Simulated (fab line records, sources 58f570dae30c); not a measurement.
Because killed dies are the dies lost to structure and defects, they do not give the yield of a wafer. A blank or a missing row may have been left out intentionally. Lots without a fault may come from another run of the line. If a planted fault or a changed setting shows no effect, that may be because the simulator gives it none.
Which of the tools did it?	flow berkeley-cmos170	21 wafers from 7 lots sampled at 2 of the route's 331 steps

## WHAT THE GAUGES READ, wafer by wafer
UCB170_M1_RS_MEAS_01: uses a four-point probe to measure.
lot	measured	on	M1_AL_RS (ohm/sq)
L824	day 8 22:25	film-metro-03	0.0489 0.0485 0.0489
L826	day 8 17:29	film-metro-04	0.0482 0.0482 0.0484
L829	day 9 18:39	film-metro-03	0.0480 0.0480 0.0478
L833	day 10 00:51	film-metro-03	0.0484 0.0482 0.0485
L835	day 11 02:05	film-metro-04	0.0478 0.0485 0.0481
L837	day 11 10:10	film-metro-03	0.0481 0.0479 0.0482
L844	day 12 21:55	film-metro-03	0.0633 0.0629 0.0627

## WHAT TOOL EACH LOT RAN ON (gives the tool, then ch and the chambers of the sampled wafers, and finally the start)
lot	UCB170_M1_SPUTTER_00
L824	pvd-sputter-03, day 8 22:21
L826	pvd-sputter-03, day 8 17:24
L829	pvd-sputter-03, day 9 18:34
L833	pvd-sputter-03, day 10 00:47
L835	pvd-sputter-03, day 11 02:01
L837	pvd-sputter-04, day 11 10:05
L844	pvd-sputter-03, day 12 21:51
- UCB170_M1_SPUTTER_00: material Al, target thk 600 nm, time 80 s.

## THE ANSWER, worked out from the rows above alone
Rule: usual is defined by the lots themselves. Put in order of their means at a reading, lots are off if they are a third of the lots or fewer, leave a main group of 4 or more, and stand apart from it by a gap of 3 or more times the standard deviation of the main group's means; of several such gaps the widest counts. Not used: any main group whose means are identical at the precision the tables above print for the reading. Also off: a lot with no number at a reading for which 4 or more lots have one. Where the step has rows for the other lots, those lots are counted as sound.
Off: L844, at UCB170_M1_RS_MEAS_01 (M1_AL_RS). Mean 0.0483 ohm/sq and standard deviation 0.00027 in the main group.
A tool fits if, at a process step before that reading, it ran every lot that is off, and no sound lot after the first of them. Those tools and the gauges at UCB170_M1_RS_MEAS_01 are tried in the same way. 2 tools fit, pvd-sputter-03 at UCB170_M1_SPUTTER_00 and film-metro-03 at UCB170_M1_RS_MEAS_01, so this cannot tell which one it is.

## WHAT THE SIMULATOR HAD INSERTED
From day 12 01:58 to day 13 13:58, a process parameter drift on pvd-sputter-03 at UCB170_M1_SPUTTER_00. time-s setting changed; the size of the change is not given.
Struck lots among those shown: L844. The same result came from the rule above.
